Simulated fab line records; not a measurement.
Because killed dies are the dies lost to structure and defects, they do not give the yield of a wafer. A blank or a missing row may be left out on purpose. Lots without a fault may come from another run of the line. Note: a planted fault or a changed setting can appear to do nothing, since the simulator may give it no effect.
Matching of chambers	flow berkeleyCmos170	UCB170_V2_CMP_02 on cmp-02 has 4 sister chambers
The step polishes SiO2. 20 wafers are shown with their chamber, then 10 later ones without.

EACH WAFER AND ITS CHAMBER
wafer	chamber	motorCurrentA (A)	slurryFilterDpKPa (kPa)
L858.2	1	14.5	13.43
L858.3	2	15.9	13.38
L858.6	0	15.5	13.67
L860.1	2	15.8	13.52
L860.4	1	14.9	13.64
L860.5	3	18.7	13.70
L859.3	1	14.5	13.38
L859.4	3	18.0	13.61
L859.6	3	19.1	13.67
L863.1	1	14.8	13.55
L863.2	0	16.4	13.35
L863.4	3	19.5	13.58
L861.3	1	14.7	13.29
L861.5	1	14.9	13.52
L861.6	2	16.4	13.37
L864.1	3	18.4	13.47
L864.3	1	14.5	13.59
L864.4	2	16.0	13.38
L866.2	2	15.6	13.55
L866.3	0	16.2	13.28

SIGNATURES, as means of the wafers listed above
reading	chamber 0	chamber 1	chamber 2	chamber 3	scatter within a chamber
motorCurrentA	16.033	14.686	15.940	18.740	0.386
slurryFilterDpKPa	13.4333	13.4857	13.4400	13.6060	0.123
Rule: distance of a wafer from a chamber = root of the sum over the readings of ((wafer's reading minus chamber's mean) / reading's scatter) squared. If the next closest chamber is less than 2 further off than the closest, the wafer can't be placed; otherwise it belongs to the closest. How the scatter is found: for the shown wafers, subtract from each reading the mean of its chamber, square and add these, divide the total by (wafers less chambers), then take the root.

WAFERS WITH NO CHAMBER GIVEN
wafer	motorCurrentA (A)	slurryFilterDpKPa (kPa)
L866.4	15.9	13.65
L880.2	14.7	13.76
L880.4	16.0	13.36
L880.5	16.9	13.63
L879.1	18.8	13.43
L879.2	16.0	13.52
L879.5	16.4	13.61
L881.1	18.7	13.62
L881.2	16.0	13.42
L881.3	15.7	13.40

WHICH CHAMBER EACH ONE RAN IN
wafer	from the rows above	in truth
L866.4	can't be placed: 2 or 0 or 1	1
L880.2	can't be placed: 1 or 2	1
L880.4	can't be placed: 0 or 2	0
L880.5	can't be placed: 0 or 2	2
L879.1	3	3
L879.2	can't be placed: 2 or 0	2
L879.5	can't be placed: 0 or 2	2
L881.1	3	3
L881.2	can't be placed: 0 or 2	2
L881.3	can't be placed: 2 or 0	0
Correctly placed: 2 of 10. These rows do not allow placing 8 (true chamber among the candidates in 8). Number placed wrongly: 0.
